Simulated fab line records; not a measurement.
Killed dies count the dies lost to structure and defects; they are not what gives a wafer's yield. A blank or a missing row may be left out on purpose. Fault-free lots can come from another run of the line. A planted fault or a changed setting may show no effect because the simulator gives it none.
Which of the tools did it? | flow rit cmos | 45 wafers from 15 lots sampled at 7 of the route's 202 steps

## WHAT THE GAUGES READ, wafer by wafer
RIT_ACTIVE_CD_MEAS_90: the cd target is 1400 nm.
lot  | measured    | on        | cd nm (nm)
L427 | day 1 15:57 | cd sem-02 | 1399.8 1400.7 1403.1
L429 | day 2 01:35 | cd sem-01 | 1395.8 1396.0 1398.0
L431 | day 2 11:09 | cd sem-01 | 1396.6 1398.8 1398.2
L432 | day 2 16:02 | cd sem-02 | 1400.1 1400.5 1397.6
L433 | day 2 21:04 | cd sem-02 | 1401.2 1400.9 1400.4
L437 | day 3 17:01 | cd sem-01 | 1404.1 1403.1 1402.0
L439 | day 4 03:11 | cd sem-01 | 1403.1 1398.4 1402.2
L440 | day 4 08:10 | cd sem-01 | 1397.9 1396.7 1395.9
L441 | day 4 13:02 | cd sem-01 | 1399.5 1400.9 1398.6
L442 | day 4 18:01 | cd sem-02 | 1398.7 1399.0 1400.0
L444 | day 5 04:02 | cd sem-01 | 1400.3 1401.4 1401.7
L445 | day 5 11:37 | cd sem-02 | 1397.4 1395.8 1397.7
L446 | day 5 14:05 | cd sem-01 | 1400.0 1400.2 1401.2
L449 | day 6 05:01 | cd sem-02 | 1405.1 1403.1 1403.9
L450 | day 6 10:08 | cd sem-01 | 1400.3 1398.6 1399.3

RIT_PWELL_OVL_MEAS_06.
lot  | measured    | on         | PWELL_OVL (nm)
L427 | day 1 23:02 | overlay-02 | 1.6 1.8 0.4
L429 | day 2 09:43 | overlay-02 | 1.1 -0.1 0.1
L431 | day 2 18:54 | overlay-02 | -1.5 0.2 1.0
L432 | day 2 22:56 | overlay-01 | -1.4 -0.8 0.4
L433 | day 3 03:45 | overlay-01 | -0.2 2.2 1.1
L437 | day 3 23:57 | overlay-02 | 0.2 2.6 0.9
L439 | day 4 11:14 | overlay-02 | 1.2 1.0 1.4
L440 | day 4 16:13 | overlay-01 | 0.9 2.1 1.2
L441 | day 4 19:45 | overlay-01 | -2.6 -0.8 -0.5
L442 | day 5 00:47 | overlay-01 | 2.3 0.5 1.1
L444 | day 5 13:11 | overlay-01 | -0.5 -1.0 -1.0
L445 | day 5 18:22 | overlay-01 | -1.0 -0.8 -0.7
L446 | day 5 21:25 | overlay-02 | -2.6 -1.8 0.1
L449 | day 6 12:38 | overlay-01 | -1.4 -1.4 0.1
L450 | day 6 18:13 | overlay-01 | -2.0 0.9 -0.8

RIT_NLDD_OVL_MEAS_06.
lot  | measured    | on         | NLDD_OVL (nm)
L427 | day 2 18:11 | overlay-01 | 0.1 0.0 0.5
L429 | day 3 04:06 | overlay-02 | 1.1 0.8 1.9
L431 | day 3 13:31 | overlay-01 | - - -
L432 | day 3 18:32 | overlay-02 | - - -
L433 | day 3 23:40 | overlay-02 | - - -
L437 | day 4 19:08 | overlay-02 | 1.1 1.3 3.7
L439 | day 5 06:50 | overlay-02 | -0.7 0.2 1.7
L440 | day 5 16:07 | overlay-02 | -0.7 0.1 -0.4
L441 | day 5 15:50 | overlay-01 | -0.2 1.0 1.1
L442 | day 5 19:32 | overlay-02 | 1.5 -0.3 -0.8
L444 | day 6 08:28 | overlay-01 | 0.2 2.5 2.5
L445 | day 6 12:45 | overlay-02 | -1.0 1.5 0.4
L446 | day 6 15:46 | overlay-01 | 1.4 0.9 1.9
L449 | day 7 07:46 | overlay-01 | 3.1 0.8 1.2
L450 | day 7 13:58 | overlay-02 | -1.0 -1.6 -0.3

RIT_PLDD_TW_MEAS_10.
lot  | measured    | on            | PLDD_TW
L427 | day 2 20:15 | film metro-02 | 2338 2316 2328
L429 | day 3 06:02 | film metro-01 | 2344 2334 2327
L431 | day 3 15:26 | film metro-01 | 2872 2880 2886 2871 2888 2862
L432 | day 3 20:36 | film metro-03 | 2912 2909 2906 2902 2906 2905
L433 | day 4 01:37 | film metro-03 | 2893 2883 2889 2898 2883 2888
L437 | day 4 21:31 | film metro-03 | 2354 2355 2350
L439 | day 5 08:55 | film metro-02 | 2318 2324 2319
L440 | day 5 18:10 | film metro-01 | 2343 2341 2354
L441 | day 5 17:55 | film metro-03 | 2363 2342 2359
L442 | day 5 21:31 | film metro-01 | 2335 2335 2337
L444 | day 6 10:31 | film metro-02 | 2340 2332 2323
L445 | day 6 14:52 | film metro-02 | 2339 2340 2338
L446 | day 6 18:02 | film metro-02 | 2341 2330 2332
L449 | day 7 09:42 | film metro-03 | 2341 2352 2354
L450 | day 7 15:54 | film metro-01 | 2342 2351 2345

RIT_NSD_TW_MEAS_10.
lot  | measured    | on            | NSD_TW
L427 | day 3 00:17 | film metro-02 | 3093 3102 3104
L429 | day 3 10:10 | film metro-01 | 3110 3113 3110
L431 | day 3 22:10 | film metro-02 | 3317 3307 3296 3306 3312 3300
L432 | day 4 07:22 | film metro-02 | 3304 3308 3295 3272 3295 3297
L433 | day 4 12:30 | film metro-02 | 3299 3307 3280 3292 3281 3294
L437 | day 5 01:34 | film metro-02 | 3100 3091 3086
L439 | day 5 13:35 | film metro-01 | 3118 3111 3118
L440 | day 5 22:59 | film metro-01 | 3118 3108 3125
L441 | day 5 21:56 | film metro-03 | 3132 3124 3145
L442 | day 6 01:26 | film metro-01 | 3127 3154 3121
L444 | day 6 14:35 | film metro-02 | 3099 3119 3121
L445 | day 6 18:55 | film metro-03 | 3151 3160 3154
L446 | day 6 22:04 | film metro-01 | 3123 3122 3121
L449 | day 7 13:49 | film metro-01 | 3127 3132 3121
L450 | day 7 20:02 | film metro-03 | 3138 3129 3134

## EACH LOT AND THE TOOL THAT RAN IT (in order: tool; ch and the chambers of the sampled wafers; start)
lot  | RIT_NWELL_STRIP_09                  | RIT_NLDD_COAT_01
L427 | plasma asher-03 ch 1, day 1 21:47   | litho track-03 ch 0, day 2 17:10
L429 | plasma asher-01 ch 0,1, day 2 08:28 | litho track-04 ch 0, day 3 03:25
L431 | plasma asher-03 ch 0,1, day 2 17:20 | litho track-01, day 3 12:49
L432 | plasma asher-03 ch 0,1, day 2 21:49 | litho track-04, day 3 17:50
L433 | plasma asher-03 ch 0,1, day 3 02:41 | litho track-04, day 3 23:00
L437 | plasma asher-04 ch 0,1, day 3 22:45 | litho track-01 ch 0, day 4 18:18
L439 | plasma asher-04 ch 0,1, day 4 10:07 | litho track-01 ch 0, day 5 06:01
L440 | plasma asher-03 ch 0,1, day 4 15:05 | litho track-04 ch 0, day 5 15:18
L441 | plasma asher-01 ch 0,1, day 4 18:38 | litho track-01 ch 0, day 5 15:10
L442 | plasma asher-03 ch 0,1, day 4 23:40 | litho track-01 ch 0, day 5 18:50
L444 | plasma asher-03 ch 0,1, day 5 12:04 | litho track-03 ch 0, day 6 07:43
L445 | plasma asher-03 ch 0,1, day 5 17:18 | litho track-03 ch 0, day 6 12:05
L446 | plasma asher-03 ch 0,1, day 5 20:13 | litho track-04 ch 0, day 6 15:06
L449 | plasma asher-04 ch 0,1, day 6 11:23 | litho track-01 ch 0, day 7 06:58
L450 | plasma asher-01 ch 0,1, day 6 16:59 | litho track-03 ch 0, day 7 13:09
- RIT_NWELL_STRIP_09: strips in O2, time 180 s.
- RIT_NLDD_COAT_01: resist thk 1000 nm.

## AS READ BY THE TOOLS THEMSELVES (means over the sampled wafers that have a number; for cases with no such wafer, the mark the record gives instead)
RIT_NWELL_STRIP_09.
lot  | tool            | chamber pressure mTorr (mTorr) | drypump motor current A (A)
L427 | plasma asher-03 | 4003                           | 5.8
L429 | plasma asher-01 | 4002                           | 5.5
L431 | plasma asher-03 | 3998                           | 6.0
L432 | plasma asher-03 | 4004                           | 5.8
L433 | plasma asher-03 | 4000                           | 6.0
L437 | plasma asher-04 | 4002                           | 5.9
L439 | plasma asher-04 | 4000                           | 5.6
L440 | plasma asher-03 | 3999                           | 6.0
L441 | plasma asher-01 | 4000                           | 5.9
L442 | plasma asher-03 | 3999                           | 5.9
L444 | plasma asher-03 | 4002                           | 6.0
L445 | plasma asher-03 | 3996                           | 5.9
L446 | plasma asher-03 | 4000                           | 6.0
L449 | plasma asher-04 | 4002                           | 5.9
L450 | plasma asher-01 | 4002                           | 5.9

RIT_NLDD_COAT_01.
lot  | tool           | chill plate temp C (C) | dispense pressure kPa (kPa)
L427 | litho track-03 | 23.14                  | 53
L429 | litho track-04 | 22.88                  | 56
L431 | litho track-01 | -                      | -
L432 | litho track-04 | -                      | -
L433 | litho track-04 | -                      | -
L437 | litho track-01 | 23.08                  | 44
L439 | litho track-01 | 22.88                  | 44
L440 | litho track-04 | 22.96                  | 56
L441 | litho track-01 | 22.86                  | 44
L442 | litho track-01 | 23.01                  | 44
L444 | litho track-03 | 22.98                  | 53
L445 | litho track-03 | 22.87                  | 53
L446 | litho track-04 | 22.90                  | 56
L449 | litho track-01 | 22.93                  | 44
L450 | litho track-03 | 22.97                  | 53

## THE ANSWER, worked out from the rows above alone
Rule: the usual values come from the lots themselves. The widest of any qualifying gaps counts: lots, ordered by their means at a reading, are off when they make up no more than a third of the lots, leave a main group of 4 or more, and stand apart from it by 3 or more times the standard deviation of that group's means. If all means in a main group match to the digits the tables above print for the reading, that group is not used. Also off: a lot with no number at a reading for which 4 or more lots have one. All remaining lots with rows at the step are treated as sound. The gauges are gone through in route order, then the tools' own readings, and for those a lot's mean is taken as printed above. The first step at which some lot is off is used, and at that step the reading that is off furthest; a lot without a number counts as furthest.
Off: L431, L432, L433, at RIT_NLDD_OVL_MEAS_06 (NLDD_OVL). Without a number there: L431, L432, L433. Mean 0.7 nm and standard deviation 0.88 in the main group.
A tool fits if, at a process step before that reading, it ran every lot that is off, and no sound lot after the first of them. Not tried: the gauges at RIT_NLDD_OVL_MEAS_06; whatever is off there is also off at RIT_PLDD_TW_MEAS_10, on other tools, and gauge error can't account for it. None of those tried fits.

## WHAT WAS PUT IN BY THE SIMULATOR
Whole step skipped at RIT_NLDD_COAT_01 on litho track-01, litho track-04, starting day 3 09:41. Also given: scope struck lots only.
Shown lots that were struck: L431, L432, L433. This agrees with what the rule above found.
